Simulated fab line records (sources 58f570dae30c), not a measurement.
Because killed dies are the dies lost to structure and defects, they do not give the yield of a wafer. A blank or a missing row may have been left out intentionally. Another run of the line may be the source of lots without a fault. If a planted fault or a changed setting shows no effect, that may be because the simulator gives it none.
Shared-tool check | flow berkeley-cmos170 | 42 wafers sampled across 14 lots

REASON FOR OPENING
On 2 of the 14 lots, a flag is raised at UCB170_PSD_CD_MEAS_06 on the reading cd-nm. Fault-free wafers read 1199.6 nm, with a standard deviation of 1.4.
Rule: a lot is flagged in two cases, either no wafer of it has a number, or all its wafers with numbers fall more than 4 standard deviations from that mean. As for the other lots, they are considered sound.

lot  | measured     | on        | cd-nm (nm), wafer by wafer | flag
L689 | day 7 08:56  | cd-sem-02 | 1199.7 1198.8 1200.3       |
L687 | day 7 09:05  | cd-sem-02 | 1199.5 1200.7 1200.2       |
L692 | day 8 11:46  | cd-sem-02 | 1200.8 1200.6 1198.8       |
L691 | day 8 12:04  | cd-sem-01 | 1199.4 1199.0 1198.8       |
L696 | day 8 22:49  | cd-sem-02 | 1200.1 1199.6 1199.2       |
L693 | day 8 22:55  | cd-sem-02 | 1197.7 1198.1 1196.7       |
L698 | day 10 09:52 | cd-sem-01 | 1202.7 1203.0 1203.6       |
L697 | day 10 09:58 | cd-sem-02 | 1178.8 1177.9 1179.4       | FLAGGED
L702 | day 10 23:50 | cd-sem-01 | 1179.8 1178.7 1178.7       | FLAGGED
L705 | day 11 12:07 | cd-sem-02 | 1199.7 1198.3 1199.9       |
L707 | day 11 23:20 | cd-sem-02 | 1201.7 1202.5 1201.4       |
L710 | day 12 17:10 | cd-sem-01 | 1198.8 1200.0 1200.1       |
L709 | day 12 17:17 | cd-sem-02 | 1199.1 1197.3 1198.3       |
L708 | day 12 17:26 | cd-sem-01 | 1199.4 1200.6 1200.5       |
Average over the flagged lots: 1178.9 nm; offset from the usual -20.7 nm, equal to -15 standard deviations.

WHICH TOOL EACH LOT WENT THROUGH
The record holds 1 process step before the reading, out of a route of 331 steps. Cell contents, in order: the tool; ch with the chambers the sampled wafers went through; the start.
lot  | flag    | UCB170_PSD_PEB_04
L689 |         | litho-track-02 ch 0, day 7 08:40
L687 |         | litho-track-04 ch 0, day 7 08:49
L692 |         | litho-track-03 ch 0, day 8 11:29
L691 |         | litho-track-04 ch 0, day 8 11:48
L696 |         | litho-track-02 ch 0, day 8 22:33
L693 |         | litho-track-04 ch 0, day 8 22:38
L698 |         | litho-track-03 ch 0, day 10 09:37
L697 | FLAGGED | litho-track-02 ch 0, day 10 09:42
L702 | FLAGGED | litho-track-02 ch 0, day 10 23:34
L705 |         | litho-track-04 ch 0, day 11 11:50
L707 |         | litho-track-04 ch 0, day 11 23:04
L710 |         | litho-track-04 ch 0, day 12 16:53
L709 |         | litho-track-03 ch 0, day 12 17:01
L708 |         | litho-track-04 ch 0, day 12 17:10
What is done by these steps:
- UCB170_PSD_PEB_04
- UCB170_PSD_CD_MEAS_06: target cd 1200 nm.

FLAGGED OVER TOTAL, TOOL BY TOOL (the gauges that took the reading come last)
step                  | tool           | lots run | flagged | share of the flagged lots | sound lots run after its first flagged lot
UCB170_PSD_PEB_04     | litho-track-02 | 4        | 2       | all                       | 0
UCB170_PSD_PEB_04     | litho-track-03 | 3        | 0       | none                      | -
UCB170_PSD_PEB_04     | litho-track-04 | 7        | 0       | none                      | -
UCB170_PSD_CD_MEAS_06 | cd-sem-01      | 5        | 1       | some                      | 2 (L710,L708)
UCB170_PSD_CD_MEAS_06 | cd-sem-02      | 9        | 1       | some                      | 3 (L705,L707,L709)

WHAT THE TABLE ALLOWS
In the table, 1 row covers all flagged lots: litho-track-02 at UCB170_PSD_PEB_04.
- litho-track-02 at UCB170_PSD_PEB_04 ran 4 lots, 2 of them flagged. A fault beginning between L696 (day 8 22:33), its last sound lot, and L697 (day 10 09:42), its first flagged one, fits the data. Its own readings (heater-power-total-W, plate-temp-C) fall more than 4 standard deviations out on all wafers of the flagged lots.
What remains is a single tool, litho-track-02 at UCB170_PSD_PEB_04.

WHAT THE SIMULATOR HAD PUT IN
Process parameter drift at UCB170_PSD_PEB_04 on litho-track-02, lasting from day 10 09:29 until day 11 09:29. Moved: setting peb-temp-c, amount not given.
Shown lots that were struck: L697, L702. This agrees with what the rule above found.
